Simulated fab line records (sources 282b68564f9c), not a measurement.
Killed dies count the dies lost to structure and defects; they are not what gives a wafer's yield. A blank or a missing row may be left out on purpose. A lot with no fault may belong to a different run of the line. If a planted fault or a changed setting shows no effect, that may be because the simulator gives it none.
The tool behind it: which one? + flow rit-cmos + Sampling: 14 lots, 42 wafers, 2 of 202 route steps

## WHAT EACH GAUGE READ, for each wafer
The record holds no reading of a measuring or inspecting step that can be judged against a usual standard deviation.

## WHICH TOOL RAN EACH LOT (tool, then ch and the chambers of the sampled wafers, then the start)
| lot  | RIT_PLDD_STRIP_09                   | RIT_M1_PROBE_99        |
|------|-------------------------------------|------------------------|
| L449 | plasma-asher-01 ch 0,1, day 3 01:01 | prober-02, day 3 14:28 |
| L450 | plasma-asher-02 ch 0,1, day 3 04:34 | prober-01, day 3 18:55 |
| L452 | plasma-asher-01 ch 0,1, day 3 11:24 | prober-01, day 4 03:07 |
| L453 | plasma-asher-03 ch 0,1, day 3 16:10 | prober-02, day 4 05:44 |
| L456 | plasma-asher-03 ch 0,1, day 4 05:46 | prober-02, day 4 19:38 |
| L458 | plasma-asher-03 ch 0,1, day 4 18:14 | prober-01, day 5 08:07 |
| L459 | plasma-asher-02 ch 0,1, day 4 21:55 | prober-02, day 5 12:40 |
| L463 | plasma-asher-02 ch 0,1, day 5 19:21 | prober-02, day 6 09:00 |
| L464 | plasma-asher-02 ch 0,1, day 5 23:20 | prober-01, day 6 13:20 |
| L465 | plasma-asher-03 ch 1, day 6 02:56   | prober-02, day 6 16:52 |
| L467 | plasma-asher-03 ch 0,1, day 6 14:34 | prober-02, day 7 04:32 |
| L468 | plasma-asher-03 ch 0,1, day 6 19:40 | prober-01, day 7 10:11 |
| L469 | plasma-asher-01 ch 0,1, day 6 23:39 | prober-02, day 7 14:40 |
| L471 | plasma-asher-03 ch 0,1, day 7 09:27 | prober-02, day 7 23:14 |
- RIT_PLDD_STRIP_09: strips in O2, time 180 s.
- RIT_M1_PROBE_99

## WHAT THE TOOLS THEMSELVES READ (means of the sampled wafers that have a number; where no wafer has one, the mark that the record gives instead)
RIT_PLDD_STRIP_09. Usual: drypump-motor-current-A 5.8 A, standard deviation 0.49; o2-flow-sccm 4001 sccm, standard deviation 11.
| lot  | tool            | drypump-motor-current-A (A) | o2-flow-sccm (sccm) | flag |
|------|-----------------|-----------------------------|---------------------|------|
| L449 | plasma-asher-01 | 5.3                         | 4007                |      |
| L450 | plasma-asher-02 | 5.8                         | 3991                |      |
| L452 | plasma-asher-01 | 5.1                         | 3996                |      |
| L453 | plasma-asher-03 | 6.3                         | 3993                |      |
| L456 | plasma-asher-03 | 5.9                         | 3999                |      |
| L458 | plasma-asher-03 | 6.3                         | 4000                |      |
| L459 | plasma-asher-02 | 5.6                         | 4012                |      |
| L463 | plasma-asher-02 | 5.8                         | 3203                | OFF  |
| L464 | plasma-asher-02 | 5.8                         | 3201                | OFF  |
| L465 | plasma-asher-03 | 6.6                         | 4013                |      |
| L467 | plasma-asher-03 | 5.9                         | 4000                |      |
| L468 | plasma-asher-03 | 6.3                         | 4002                |      |
| L469 | plasma-asher-01 | 5.3                         | 3996                |      |
| L471 | plasma-asher-03 | 6.2                         | 3999                |      |

RIT_M1_PROBE_99. Usual: killed-at-contacts 0.1, standard deviation 0.27; killed-at-front-end 6.1, standard deviation 2.9; killed-dies 6.2, standard deviation 2.9; killed-open 3.2, standard deviation 1.9; killed-short 3, standard deviation 1.9.
| lot  | tool      | killed-at-contacts | killed-at-front-end | killed-dies | killed-open | killed-short | flag |
|------|-----------|--------------------|---------------------|-------------|-------------|--------------|------|
| L449 | prober-02 | 0.0                | 5.7                 | 5.7         | 3.0         | 3            |      |
| L450 | prober-01 | 0.0                | 5.7                 | 5.7         | 2.7         | 3            |      |
| L452 | prober-01 | 0.3                | 10.0                | 10.3        | 5.7         | 5            |      |
| L453 | prober-02 | 0.0                | 5.7                 | 5.7         | 3.3         | 2            |      |
| L456 | prober-02 | 0.0                | 7.0                 | 7.0         | 4.0         | 3            |      |
| L458 | prober-01 | 0.0                | 6.0                 | 6.0         | 3.7         | 2            |      |
| L459 | prober-02 | 0.0                | 7.3                 | 7.3         | 4.3         | 3            |      |
| L463 | prober-02 | 0.3                | 4.3                 | 4.7         | 2.7         | 2            |      |
| L464 | prober-01 | 0.0                | 7.0                 | 7.0         | 2.3         | 5            |      |
| L465 | prober-02 | 0.3                | 6.3                 | 6.7         | 2.7         | 4            |      |
| L467 | prober-02 | 0.0                | 5.3                 | 5.3         | 2.7         | 3            |      |
| L468 | prober-01 | 0.0                | 8.0                 | 8.0         | 4.0         | 4            |      |
| L469 | prober-02 | 0.0                | 5.7                 | 5.7         | 2.7         | 3            |      |
| L471 | prober-02 | 0.3                | 6.3                 | 6.7         | 4.3         | 2            |      |

## THE ANSWER, worked out from the rows above alone
Rule: take the mean of a lot's wafers that have a number; if it is more than 3 standard deviations from the usual mean, the lot is off. A lot without any number at a reading at which 4 lots or more have one is off too. The other lots that the step has rows for count as sound. After the gauges, taken in route order, come the tools' own readings; for these a lot's mean is taken, as printed above. The first step at which some lot is off is used, and at that step the reading that is off furthest; a lot without a number counts as furthest.
Off at RIT_PLDD_STRIP_09 (o2-flow-sccm): L463, L464.
If a tool, at that step or one of the process steps before it, ran each lot that is off and ran no sound lot following the first of them, it fits. One fits: plasma-asher-02 at RIT_PLDD_STRIP_09. Its last sound lot is L459 (day 4 21:55), its first lot that is off L463 (day 5 19:21): a fault that began between those two fits.
On the lots that are off, the tool's own readings at RIT_PLDD_STRIP_09 differ by more than 5 times the standard deviation of the sound lots' means, which bears it out; o2-flow-sccm reads 3202 sccm there versus 4001 sccm on the sound lots.

## WHAT HAD BEEN PUT IN BY THE SIMULATOR
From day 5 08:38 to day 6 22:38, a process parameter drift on plasma-asher-02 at RIT_PLDD_STRIP_09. Setting o2-flow-sccm shifted by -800 from 4000. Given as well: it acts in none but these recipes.
Struck lots among those shown: L463, L464. Same finding as the rule above.
